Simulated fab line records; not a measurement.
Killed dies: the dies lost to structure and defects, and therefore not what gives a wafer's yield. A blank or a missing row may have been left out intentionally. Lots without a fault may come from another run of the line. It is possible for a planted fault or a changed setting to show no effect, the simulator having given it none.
Which tool is to blame?    flow berkeley_cmos170    Sampling: 7 lots, 21 wafers, 4 of 331 route steps

## WHAT THE GAUGES SHOWED, per wafer
UCB170_PSD_TW_MEAS_10.
lot   measured      on             PSD_TW
L696  day 7 03:22   film_metro-01  2318 2322 2319
L698  day 7 13:16   film_metro-03  2335 2348 2341
L700  day 8 10:32   film_metro-04  2365 2349 2367
L703  day 9 00:28   film_metro-01  30 30 30
L711  day 10 02:47  film_metro-03  2366 2357 2377
L713  day 11 05:49  film_metro-01  2318 2337 2345
L715  day 11 06:50  film_metro-04  2347 2343 2343

## WHAT TOOL EACH LOT RAN ON (gives the tool, then ch and the chambers of the sampled wafers, and finally the start)
lot   UCB170_PVT_STRIP_08                   UCB170_PSD_IMPLANT_08            UCB170_PSD_STRIP_09
L696  plasma_asher-03 ch 0,1, day 6 03:04   implanter-03 ch 0, day 7 03:07   plasma_asher-04 ch 0,1, day 7 03:16
L698  plasma_asher-02 ch 0,1, day 6 13:40   implanter-04 ch 0, day 7 13:01   plasma_asher-03 ch 0,1, day 7 13:10
L700  plasma_asher-03 ch 0,1, day 7 06:53   implanter-01 ch 0, day 8 10:17   plasma_asher-02 ch 0,1, day 8 10:26
L703  plasma_asher-03 ch 0, day 7 18:56     implanter-01, day 9 00:13        plasma_asher-03 ch 0, day 9 00:22
L711  plasma_asher-03 ch 0,1, day 9 06:06   implanter-01 ch 0, day 10 02:34  plasma_asher-02 ch 0,1, day 10 02:42
L713  plasma_asher-03 ch 0,1, day 10 07:03  implanter-04 ch 0, day 11 05:34  plasma_asher-03 ch 0,1, day 11 05:43
L715  plasma_asher-04 ch 0,1, day 10 10:48  implanter-01 ch 0, day 11 06:37  plasma_asher-03 ch 0,1, day 11 06:44
- UCB170_PVT_STRIP_08: strips in O2.
- UCB170_PSD_IMPLANT_08
- UCB170_PSD_STRIP_09: strips in O2.

## THE ANSWER, worked out from the rows above alone
Rule: what is usual is taken from the lots themselves. Put in order of their means at a reading, lots are off if they are a third of the lots or fewer, leave a main group of 4 or more, and stand apart from it by a gap of 3 or more times the standard deviation of the main group's means; of several such gaps the widest counts. A main group is skipped when, at the precision printed for the reading in the tables above, its means are all equal. Also off: a lot with no number at a reading for which 4 or more lots have one. The other lots that the step has rows for count as sound.
Off: L703, at UCB170_PSD_TW_MEAS_10 (PSD_TW). Main group: mean 2344, sd 16.
If a tool, at a process step before that reading, ran all the lots that are off and no sound lot after the first of them, it fits. Gauges at UCB170_PSD_TW_MEAS_10: tried the same way as those tools. Of those tried, none fits.

## WHAT WAS PUT IN BY THE SIMULATOR
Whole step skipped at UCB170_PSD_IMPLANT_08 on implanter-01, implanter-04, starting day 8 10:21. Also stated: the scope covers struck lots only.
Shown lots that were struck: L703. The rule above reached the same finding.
